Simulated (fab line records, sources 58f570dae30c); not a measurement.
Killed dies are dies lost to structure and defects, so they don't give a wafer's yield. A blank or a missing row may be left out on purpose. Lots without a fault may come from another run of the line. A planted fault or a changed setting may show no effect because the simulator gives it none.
One fault seen from 2 desks | flow berkeley_cmos170 | each desk has only its own numbers; what lay behind them comes last

THE TOOL OWNER'S DESK: rie_diel-01
The tool's own readings at UCB170_M2_ETCH_17 (etches BARC in N2/H2): means of the sampled wafers that have a number, for each lot that ran on this tool. A lot is out of limits, marked OUT, if its mean lies more than 4 standard deviations from the usual mean; the brackets give that distance.
Columns: A = drypump_motor_current_A at UCB170_M2_ETCH_17, usual 5.7 A; B = n2_flow_sccm at UCB170_M2_ETCH_17, usual 100.0 sccm; C = oes_product_au at UCB170_M2_ETCH_17, usual 1.009 a.u.; D = throttle_valve_pct at UCB170_M2_ETCH_17, usual 13.30 %
lot  | first seen here | A   | B     | C     | D
L629 | day 11 00:27    | 5.6 | 99.9  | 1.036 | 13.34
L628 | day 11 01:08    | 5.7 | 99.6  | 1.022 | 13.26
L633 | day 11 15:27    | 5.7 | 100.1 | 1.017 | 13.27
L632 | day 11 15:44    | 5.3 | 99.9  | 1.000 | 13.09
L634 | day 12 04:34    | 5.4 | 100.1 | 1.017 | 13.10
This desk's finding: nothing out of limits on any of the 5 lots.

THE METROLOGY DESK
What the gauges read, lot by lot, whatever tool the lot ran on: means of the sampled wafers that have a number. A lot is out of limits, marked OUT, if its mean lies more than 4 standard deviations from the usual mean; the brackets give that distance.
Columns: A = cd_nm at UCB170_M2_CD_MEAS_15, usual 700.5 nm; B = M2_OVL at UCB170_M2_OVL_MEAS_16, usual 0 nm; C = M3_OVL at UCB170_M3_OVL_MEAS_16, usual 5 nm
lot  | first seen here | A     | B   | C
L618 | day 9 05:00     | 700.9 | 3   | 4
L619 | day 9 08:21     | 701.6 | -7  | 7
L620 | day 9 08:40     | 700.9 | -2  | 7
L621 | day 9 19:52     | 702.3 | -11 | 6
L627 | day 11 00:02    | 702.7 | -6  | 7
L629 | day 11 00:17    | 700.4 | -2  | 1
L630 | day 11 00:29    | 698.7 | 5   | 6
L628 | day 11 01:01    | 700.3 | -5  | -1
L631 | day 11 14:25    | 698.6 | 0   | 4
L633 | day 11 15:19    | 700.4 | 2   | 6
L632 | day 11 15:36    | 700.9 | 7   | 2
L634 | day 12 04:25    | 700.3 | 2   | 6
L635 | day 12 05:56    | 700.8 | 1   | 1
L638 | day 13 13:55    | 699.8 | 9   | 5
This desk's finding: nothing out of limits on any of the 14 lots.

PUT TOGETHER
The tool owner's desk saw nothing out of limits.
The metrology desk saw nothing out of limits.

WHAT THE SIMULATOR HAD PUT IN
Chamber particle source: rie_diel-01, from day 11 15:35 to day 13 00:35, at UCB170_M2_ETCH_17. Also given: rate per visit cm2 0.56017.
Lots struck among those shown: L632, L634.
